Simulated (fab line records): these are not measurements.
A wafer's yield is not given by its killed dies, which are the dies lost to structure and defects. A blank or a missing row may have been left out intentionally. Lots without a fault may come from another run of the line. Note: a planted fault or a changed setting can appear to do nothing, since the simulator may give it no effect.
Split-lot experiment || flow ritCmos || 23 wafers read across 5 lots, on a route 202 steps long

== ON THE SPLIT ==
At RIT_SPACER_ETCHBACK_05 (etches Si3N4 in SF6/CHF3, stops on SiO2, target depth 250 nm, time 240 s), the setting timeS was moved away from the recipe's 240 s on 10 of the 23 wafers read, by -7.8% to +14.7%. The other wafers ran this setting at the recipe's value.

== FROM THE SPLIT TO THE READING: what the file shows between them, 7 steps ==
- RIT_PSD_COAT_01: resist thk 1000 nm (also split here: resistThkNm)
- RIT_PSD_SOFTBAKE_02: time 60 s
- RIT_PSD_EXPOSE_03: exposes mask M10, target cd 40900 nm
- RIT_PSD_DEVELOP_05: develop time 50 s
- RIT_PSD_HARDBAKE_07: time 60 s
- RIT_PSD_IMPLANT_08
- RIT_PSD_STRIP_09: strips in O2, time 180 s

== THE READING ==
poly-Si_of_GATE_CVD_08.thkNm (the simulator's own value, which no gauge read), in nm, at RIT_SDANNEAL_CLEAN_00 (cleans in SC1, time 600 s). No usual value for it is given in the file. The 13 wafers here that ran the recipe average 144.5 nm, standard deviation 16 nm.

{"wafer": "L075.1", "tool, chamber at the split": "rieDiel-01, 1", "timeS as run, s": 240, "against the recipe": "recipe", "poly-Si_of_GATE_CVD_08.thkNm, nm": 144.6, "against lot-mates on the recipe": "-"}
{"wafer": "L075.2", "tool, chamber at the split": "rieDiel-01, 3", "timeS as run, s": 240, "against the recipe": "recipe", "poly-Si_of_GATE_CVD_08.thkNm, nm": 147.4, "against lot-mates on the recipe": "-"}
{"wafer": "L075.3", "tool, chamber at the split": "rieDiel-01, 0", "timeS as run, s": 221.2, "against the recipe": "-7.8%", "poly-Si_of_GATE_CVD_08.thkNm, nm": 151, "against lot-mates on the recipe": "+4.8"}
{"wafer": "L075.4", "tool, chamber at the split": "rieDiel-01, 2", "timeS as run, s": 221.2, "against the recipe": "-7.8%", "poly-Si_of_GATE_CVD_08.thkNm, nm": 148.5, "against lot-mates on the recipe": "+2.3"}
{"wafer": "L075.6", "tool, chamber at the split": "rieDiel-01, 3", "timeS as run, s": 240, "against the recipe": "recipe", "poly-Si_of_GATE_CVD_08.thkNm, nm": 146.6, "against lot-mates on the recipe": "-"}
{"wafer": "L076.1", "tool, chamber at the split": "rieDiel-03, 2", "timeS as run, s": 240, "against the recipe": "recipe", "poly-Si_of_GATE_CVD_08.thkNm, nm": 127.3, "against lot-mates on the recipe": "-"}
{"wafer": "L076.2", "tool, chamber at the split": "rieDiel-03, 0", "timeS as run, s": 263.6, "against the recipe": "+9.8%", "poly-Si_of_GATE_CVD_08.thkNm, nm": 120.6, "against lot-mates on the recipe": -6.5}
{"wafer": "L076.4", "tool, chamber at the split": "rieDiel-03, 1", "timeS as run, s": 263.6, "against the recipe": "+9.8%", "poly-Si_of_GATE_CVD_08.thkNm, nm": 121.5, "against lot-mates on the recipe": -5.6}
{"wafer": "L076.5", "tool, chamber at the split": "rieDiel-03, 2", "timeS as run, s": 240, "against the recipe": "recipe", "poly-Si_of_GATE_CVD_08.thkNm, nm": 128.1, "against lot-mates on the recipe": "-"}
{"wafer": "L076.6", "tool, chamber at the split": "rieDiel-03, 1", "timeS as run, s": 240, "against the recipe": "recipe", "poly-Si_of_GATE_CVD_08.thkNm, nm": 125.8, "against lot-mates on the recipe": "-"}
{"wafer": "L083.1", "tool, chamber at the split": "rieDiel-03, 3", "timeS as run, s": 240, "against the recipe": "recipe", "poly-Si_of_GATE_CVD_08.thkNm, nm": 163, "against lot-mates on the recipe": "-"}
{"wafer": "L083.4", "tool, chamber at the split": "rieDiel-03, 1", "timeS as run, s": 240, "against the recipe": "recipe", "poly-Si_of_GATE_CVD_08.thkNm, nm": 161.8, "against lot-mates on the recipe": "-"}
{"wafer": "L083.6", "tool, chamber at the split": "rieDiel-03, 3", "timeS as run, s": 240, "against the recipe": "recipe", "poly-Si_of_GATE_CVD_08.thkNm, nm": 165.1, "against lot-mates on the recipe": "-"}
{"wafer": "L084.1", "tool, chamber at the split": "rieDiel-01, 1", "timeS as run, s": 259.1, "against the recipe": "+8.0%", "poly-Si_of_GATE_CVD_08.thkNm, nm": 118, "against lot-mates on the recipe": -5.8}
{"wafer": "L084.2", "tool, chamber at the split": "rieDiel-01, 0", "timeS as run, s": 259.1, "against the recipe": "+8.0%", "poly-Si_of_GATE_CVD_08.thkNm, nm": 118.3, "against lot-mates on the recipe": -5.5}
{"wafer": "L084.4", "tool, chamber at the split": "rieDiel-01, 2", "timeS as run, s": 259.1, "against the recipe": "+8.0%", "poly-Si_of_GATE_CVD_08.thkNm, nm": 117, "against lot-mates on the recipe": -6.8}
{"wafer": "L084.5", "tool, chamber at the split": "rieDiel-01, 3", "timeS as run, s": 240, "against the recipe": "recipe", "poly-Si_of_GATE_CVD_08.thkNm, nm": 125.4, "against lot-mates on the recipe": "-"}
{"wafer": "L084.6", "tool, chamber at the split": "rieDiel-01, 2", "timeS as run, s": 240, "against the recipe": "recipe", "poly-Si_of_GATE_CVD_08.thkNm, nm": 122.3, "against lot-mates on the recipe": "-"}
{"wafer": "L085.1", "tool, chamber at the split": "rieDiel-01, 3", "timeS as run, s": 240, "against the recipe": "recipe", "poly-Si_of_GATE_CVD_08.thkNm, nm": 162, "against lot-mates on the recipe": "-"}
{"wafer": "L085.2", "tool, chamber at the split": "rieDiel-01, 2", "timeS as run, s": 240, "against the recipe": "recipe", "poly-Si_of_GATE_CVD_08.thkNm, nm": 159.1, "against lot-mates on the recipe": "-"}
{"wafer": "L085.3", "tool, chamber at the split": "rieDiel-01, 1", "timeS as run, s": 275.4, "against the recipe": "+14.7%", "poly-Si_of_GATE_CVD_08.thkNm, nm": 151.4, "against lot-mates on the recipe": -9.2}
{"wafer": "L085.4", "tool, chamber at the split": "rieDiel-01, 0", "timeS as run, s": 275.4, "against the recipe": "+14.7%", "poly-Si_of_GATE_CVD_08.thkNm, nm": 152.5, "against lot-mates on the recipe": -8.1}
{"wafer": "L085.6", "tool, chamber at the split": "rieDiel-01, 2", "timeS as run, s": 275.4, "against the recipe": "+14.7%", "poly-Si_of_GATE_CVD_08.thkNm, nm": 150.4, "against lot-mates on the recipe": -10.2}

THE FIT
A straight line over all 23 wafers: poly-Si_of_GATE_CVD_08.thkNm changes by -0.616 nm for each +1% of timeS; r = -0.23; the points scatter about the line by 17 nm.
The same after taking each lot's own level away (the mean of its wafers on the recipe; 23 wafers): -0.605 nm for each +1%; r = -0.95; scatter 1.3 nm.
The reading moves by 8.9 nm for the largest change in timeS, on that fit.
The span of the lots' own levels, 123.85 to 163.30 nm, comes to 2.5 times the standard deviation stated above.
So the lot-to-lot level blurs the effect unless lot-mates are compared.
Check: -9.24 nm against its lot-mates is what the line predicts for one of the wafers moved furthest among these (+14.7%) when that wafer is left out of the fit. It came out at -9.15 nm against them.

== THESE WAFERS: OTHER SPLITS ==
Before the reading, these wafers also passed through other splits. Each is held against what the fit with the lots' levels taken away leaves over:
{"other split on the same wafers": "RIT_PSD_COAT_01 resistThkNm", "wafers away from the commonest value": 12, "r with poly-Si_of_GATE_CVD_08.thkNm (lot level and that fit taken away)": -0.15}

== THE WHOLE CHAIN: every reading that the file lists as answering this split, in the file's order ==
{"step": "RIT_SPACER_ETCHBACK_05", "what it does": "etches Si3N4 in SF6/CHF3, stops on SiO2, target depth 250 nm, time 240 s", "reading": "poly-Si_of_GATE_CVD_08.thkNm (the simulator's own value, which no gauge read)", "change (the file's fit)": "-0.616 nm for each +1% of the setting", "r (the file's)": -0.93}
{"step": "RIT_SPACER_ETCHBACK_05", "what it does": "etches Si3N4 in SF6/CHF3, stops on SiO2, target depth 250 nm, time 240 s", "reading": "Si3N4_of_SPACER_CVD_03.thkNm (the simulator's own value, which no gauge read)", "change (the file's fit)": "-0.589 nm for each +1% of the setting", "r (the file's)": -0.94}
{"step": "RIT_SDANNEAL_CLEAN_00", "what it does": "cleans in SC1, time 600 s", "reading": "poly-Si_of_GATE_CVD_08.thkNm (the simulator's own value, which no gauge read)", "change (the file's fit)": "-0.615 nm for each +1% of the setting", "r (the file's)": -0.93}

== THE FILE'S OWN FIT ==
poly-Si_of_GATE_CVD_08.thkNm changes by -0.615 nm for each +1% of timeS, r = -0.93.
